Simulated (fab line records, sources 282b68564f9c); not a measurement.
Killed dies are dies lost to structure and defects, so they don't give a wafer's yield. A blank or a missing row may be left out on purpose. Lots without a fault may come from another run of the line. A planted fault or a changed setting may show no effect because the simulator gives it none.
A struck lot beside a sound one | flow rit_cmos | 16 steps out of a route of 202
Sound: wafers L156.3, L156.4, L156.5. Struck: wafers L167.2, L167.5, L167.6. The cause comes at the end.
At each step with rows: each side's tool, then ch and its chambers, then its first start. Under that, the readings that differ: sound wafers | struck wafers | difference of the means | sigmas: that difference in standard deviations of wafers without a fault.
alike: readings whose means differ by less than 2 such deviations, and words and numbers that are the same on both sides. not compared: withheld readings, readings that some wafer has no value for, bounds like >300 that may hide the same value, and numbers for which the record gives no deviation and whose values overlap.
The two part at a step that has a row with sigmas, a row that says differs or no value, or rows on one side only. Numbers that don't overlap but have no deviation are shown without sigmas and don't part them. A reading that every wafer of one side lacks parts them only if that side has two wafers or more.

RIT_SILICIDE_RTA_06: time 10 s, ramp up 5 s, ramp down 10 s.
  sound on rtp_anneal-02 ch 0, day 3 07:59; struck on rtp_anneal-01 ch 0, day 5 20:35
  alike: wafer_temp_C_max
RIT_CONTACT_CVD_00: deposits SiO2 from TEOS, target thk 400 nm, time 61 s.
  sound on pecvd-03 ch 0,1,2, day 3 08:01; struck on pecvd-01 ch 1,2, day 5 20:38
  alike: heater_power_w
RIT_CONTACT_THK_MEAS_01:
  sound on film_metro-02, day 3 08:05; struck on film_metro-02, day 5 20:42
  alike: CONTACT_TEOS_THK
then, 6 steps without rows for these wafers: RIT_CONTACT_HMDS_02 (prime time 60 s); RIT_CONTACT_COAT_03 (resist thk 1000 nm); RIT_CONTACT_SOFTBAKE_04 (time 60 s); RIT_CONTACT_EXPOSE_05 (exposes mask M11, target cd 1000 nm); RIT_CONTACT_PEB_06; RIT_CONTACT_DEVELOP_07 (develop time 120 s).
RIT_CONTACT_CD_MEAS_08: target cd 1000 nm.
  sound on cd_sem-01, day 3 09:20; struck on cd_sem-01, day 5 21:44
  alike: cd_nm
RIT_CONTACT_OVL_MEAS_09:
  sound on overlay-01, day 3 09:26; struck on overlay-01, day 5 21:50
  alike: CONTACT_OVL
then, 1 step without rows for these wafers: RIT_CONTACT_HARDBAKE_10 (time 60 s).
RIT_CONTACT_ETCH_11: etches SiO2 in CHF3/CF4/Ar, stops on TiSi2, target depth 480 nm, time 320 s.
  sound on rie_diel-02 ch 1,2, day 3 09:36; struck on rie_diel-02 ch 0,1,3, day 5 22:01
  no value came back on the struck wafers for any of 6 readings (CHF3_flow_sccm (sccm), O2_flow_sccm (sccm) and others); on the sound wafers CHF3_flow_sccm (sccm) reads 50.12 49.75 49.88
  reading                                      | sound             | struck          | difference | sigmas
  model.NOVOLAK_of_CONTACT_COAT_03.thk_nm (nm) | 775.8 769.4 773.6 | 884 886.4 887.3 | +113       |
  not compared: rf_hours_counter_h
RIT_CONTACT_STRIP_12: strips in O2, time 180 s.
  sound on plasma_asher-03 ch 0,1, day 3 09:51; struck on plasma_asher-04 ch 0,1, day 5 22:13
  alike: drypump_motor_current_A
  not compared: rf_hours_counter_h
RIT_CONTACT_CD_MEAS_90: target cd 1000 nm.
  sound on cd_sem-01, day 3 10:01; struck on cd_sem-02, day 5 22:25
  reading    | sound             | struck | difference                    | sigmas
  cd_nm (nm) | 998.5 999.7 997.0 | - - -  | no value on the struck wafers |
then, 1 step without rows for these wafers: RIT_CONTACT_CLEAN_13 (cleans in SC1, time 600 s).

WHERE THEY PART
First at RIT_CONTACT_ETCH_11; last, within this record, at RIT_CONTACT_CD_MEAS_90.

WHY: what the simulator had put in
Skipped step whole: rie_diel-02, from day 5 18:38 on, at RIT_CONTACT_ETCH_11. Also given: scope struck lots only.
